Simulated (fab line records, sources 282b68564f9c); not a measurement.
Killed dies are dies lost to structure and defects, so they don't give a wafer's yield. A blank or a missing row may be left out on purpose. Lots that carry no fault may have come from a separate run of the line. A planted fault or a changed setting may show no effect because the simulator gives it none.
Split-lot study	flow ritCmos	5 lots, 23 wafers read, on a route of 202 steps

ON THE SPLIT
At RIT_ACTIVE_CVD_03 (deposits Si3N4 from SiH2Cl2/NH3, target thk 150 nm, time 1500 s), the setting timeS was moved away from the recipe's 1500 s on 15 of the 23 wafers read, by -13.5% to +14.3%. The other wafers ran this setting at the recipe's value.

FROM THE SPLIT TO THE READING: what the file shows between them, 8 steps
- RIT_ACTIVE_THK_MEAS_04
- RIT_ACTIVE_COAT_06: resist thk 1000 nm (also split here: resistThkNm)
- RIT_ACTIVE_SOFTBAKE_07: time 60 s
- RIT_ACTIVE_EXPOSE_08: exposes mask M1, target cd 1400 nm
- RIT_ACTIVE_PEB_09
- RIT_ACTIVE_DEVELOP_10: develop time 50 s
- RIT_ACTIVE_CD_MEAS_11: target cd 1400 nm
- RIT_ACTIVE_HARDBAKE_12: time 60 s

THE READING
oesProductAu, in a.u., at RIT_ACTIVE_ETCH_13 (etches Si3N4 in SF6, stops on SiO2, time 210 s, target depth 210 nm). On this fab line, fault-free wafers typically give 0.821 a.u. with a standard deviation of 0.011 a.u.

wafer	tool, chamber at the split	timeS as run, s	against the recipe	oesProductAu, a.u.	against lot-mates on the recipe
L074.2	-, -	1387	-7.5%	0.770	no lot-mate on the recipe
L074.3	-, -	1387	-7.5%	0.801	no lot-mate on the recipe
L074.4	-, -	1387	-7.5%	0.779	no lot-mate on the recipe
L074.5	-, -	1387	-7.5%	0.770	no lot-mate on the recipe
L074.6	-, -	1387	-7.5%	0.794	no lot-mate on the recipe
L078.2	-, -	1500	recipe	0.813	-
L078.3	-, -	1500	recipe	0.828	-
L078.4	-, -	1500	recipe	0.814	-
L078.5	-, -	1500	recipe	0.812	-
L078.6	-, -	1500	recipe	0.833	-
L081.1	-, -	1714	+14.3%	0.863	no lot-mate on the recipe
L081.2	-, -	1714	+14.3%	0.882	no lot-mate on the recipe
L081.3	-, -	1714	+14.3%	0.879	no lot-mate on the recipe
L081.4	-, -	1714	+14.3%	0.871	no lot-mate on the recipe
L081.5	-, -	1714	+14.3%	0.872	no lot-mate on the recipe
L083.1	lpcvd-01, 1	1500	recipe	0.832	-
L083.3	lpcvd-01, 1	1500	recipe	0.821	-
L083.4	lpcvd-01, 1	1500	recipe	0.817	-
L085.1	-, -	1297	-13.5%	0.768	no lot-mate on the recipe
L085.2	-, -	1297	-13.5%	0.764	no lot-mate on the recipe
L085.4	-, -	1297	-13.5%	0.750	no lot-mate on the recipe
L085.5	-, -	1297	-13.5%	0.766	no lot-mate on the recipe
L085.6	-, -	1297	-13.5%	0.760	no lot-mate on the recipe

FIT RESULTS
A straight line over all 23 wafers: oesProductAu changes by +0.00409 a.u. for each +1% of timeS; r = +0.97; the points scatter about the line by 0.0097 a.u.
Too few moved wafers with a lot-mate on the recipe to fit a line net of each lot's own level.

THE WHOLE CHAIN: every reading that the file lists as answering this split, in the file's order
step	what it does	reading	change (the file's fit)	r (the file's)
RIT_ACTIVE_CVD_03	deposits Si3N4 from SiH2Cl2/NH3, target thk 150 nm, time 1500 s	Si3N4_of_ACTIVE_CVD_03.thkNm (the simulator's own value, which no gauge read)	+1.43 nm for each +1% of the setting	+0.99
RIT_ACTIVE_THK_MEAS_04		ACTIVE_NITRIDE_THK	+1.43 for each +1% of the setting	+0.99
RIT_ACTIVE_ETCH_13	etches Si3N4 in SF6, stops on SiO2, time 210 s, target depth 210 nm	oesProductAu	+0.00408 a.u. for each +1% of the setting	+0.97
RIT_ACTIVE_ETCH_13	etches Si3N4 in SF6, stops on SiO2, time 210 s, target depth 210 nm	etch.depthNm (the simulator's own value, which no gauge read)	+1.43 nm for each +1% of the setting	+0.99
RIT_ACTIVE_ETCH_13	etches Si3N4 in SF6, stops on SiO2, time 210 s, target depth 210 nm	ACTIVE.featureDepthNm (the simulator's own value, which no gauge read)	+1.43 nm for each +1% of the setting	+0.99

FILE'S OWN FIT
oesProductAu changes by +0.00408 a.u. for each +1% of timeS, r = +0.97.
